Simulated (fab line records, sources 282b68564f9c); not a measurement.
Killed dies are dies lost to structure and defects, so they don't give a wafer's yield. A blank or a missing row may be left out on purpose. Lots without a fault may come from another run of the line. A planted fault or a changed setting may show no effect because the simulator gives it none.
A struck lot beside a sound one | flow rit_cmos | 21 steps out of a route of 202
Sound: wafers L689.2, L689.5, L689.6. Struck: wafers L687.2, L687.3, L687.6. The cause comes at the end.
At each step with rows: each side's tool, then ch and its chambers, then its first start. Under that, the readings that differ: sound wafers | struck wafers | difference of the means | sigmas: that difference in standard deviations of wafers without a fault.
alike: readings whose means differ by less than 2 such deviations, and words and numbers that are the same on both sides. not compared: withheld readings, readings that some wafer has no value for, bounds like >300 that may hide the same value, and numbers for which the record gives no deviation and whose values overlap.
The two part at a step that has a row with sigmas, a row that says differs or no value, or rows on one side only. Numbers that don't overlap but have no deviation are shown without sigmas and don't part them. A reading that every wafer of one side lacks parts them only if that side has two wafers or more.

first, 3 steps without rows for these wafers: RIT_PWELL_EXPOSE_03 (exposes mask M3, target cd 43700 nm); RIT_PWELL_PEB_04; RIT_PWELL_DEVELOP_05 (develop time 68 s).
RIT_PWELL_OVL_MEAS_06:
  sound on overlay-01, day 4 16:19; struck on overlay-02, day 4 05:23
  reading        | sound          | struck      | difference | sigmas
  PWELL_OVL (nm) | -1.6 -2.2 -1.6 | 2.0 1.2 0.9 | +3.2       | +2
then, 2 steps without rows for these wafers: RIT_PWELL_HARDBAKE_07 (time 120 s); RIT_PWELL_IMPLANT_08.
RIT_PWELL_STRIP_09: strips in O2, time 180 s.
  sound on plasma_asher-02 ch 0,1, day 4 16:45; struck on plasma_asher-01 ch 0,1, day 4 05:49
  alike: drypump_motor_current_A
  not compared: rf_hours_counter_h
RIT_PWELL_TW_MEAS_10:
  sound on film_metro-02, day 4 16:56; struck on film_metro-01, day 4 06:00
  reading  | sound       | struck      | difference | sigmas
  PWELL_TW | 928 930 926 | 955 960 952 | +28        | +3
then, 1 step without rows for these wafers: RIT_WELLDRIVE_ANNEAL_00 (time 14700 s).
RIT_WELLDRIVE_RS_MEAS_01: measures by four-point-probe.
  sound on film_metro-02, day 4 22:16; struck on film_metro-04, day 4 11:10
  alike: NWELL_RS
RIT_WELLDRIVE_RS_MEAS_02: measures by four-point-probe.
  sound on film_metro-02, day 4 22:23; struck on film_metro-04, day 4 11:17
  alike: PWELL_RS
then, 1 step without rows for these wafers: RIT_NRETRO_HMDS_00 (prime time 60 s).
RIT_NRETRO_COAT_01: resist thk 1300 nm.
  sound on litho_track-03 ch 0, day 4 22:39; struck on litho_track-02 ch 0, day 4 11:33
  reading                                     | sound          | struck         | difference | sigmas
  model.NOVOLAK_of_NRETRO_COAT_01.thk_nm (nm) | 1307 1304 1303 | 1397 1396 1395 | +91        |
then, 4 steps without rows for these wafers: RIT_NRETRO_SOFTBAKE_02 (time 60 s); RIT_NRETRO_EXPOSE_03 (exposes mask M4, target cd 43900 nm); RIT_NRETRO_PEB_04; RIT_NRETRO_DEVELOP_05 (develop time 68 s).
RIT_NRETRO_OVL_MEAS_06:
  sound on overlay-01, day 4 23:29; struck on overlay-01, day 4 12:23
  alike: NRETRO_OVL
RIT_NRETRO_HARDBAKE_07: time 120 s.
  sound on litho_track-02 ch 0, day 4 23:34; struck on litho_track-02 ch 0, day 4 12:28
  reading                                     | sound          | struck         | difference | sigmas
  model.NOVOLAK_of_NRETRO_COAT_01.thk_nm (nm) | 1143 1140 1139 | 1220 1220 1219 | +79        |
then, 1 step without rows for these wafers: RIT_NRETRO_IMPLANT_08.
RIT_M1_PROBE_99:
  sound on prober-01, day 6 03:43; struck on prober-01, day 5 19:28
  alike: killed_at_contacts, killed_at_front_end, killed_dies, killed_open, killed_short

WHERE THEY PART
First at RIT_PWELL_OVL_MEAS_06; last, within this record, at RIT_PWELL_TW_MEAS_10. Later steps at which nothing parts them and some readings are alike: RIT_WELLDRIVE_RS_MEAS_01, RIT_WELLDRIVE_RS_MEAS_02, RIT_NRETRO_OVL_MEAS_06, RIT_M1_PROBE_99.

WHY: what the simulator had put in
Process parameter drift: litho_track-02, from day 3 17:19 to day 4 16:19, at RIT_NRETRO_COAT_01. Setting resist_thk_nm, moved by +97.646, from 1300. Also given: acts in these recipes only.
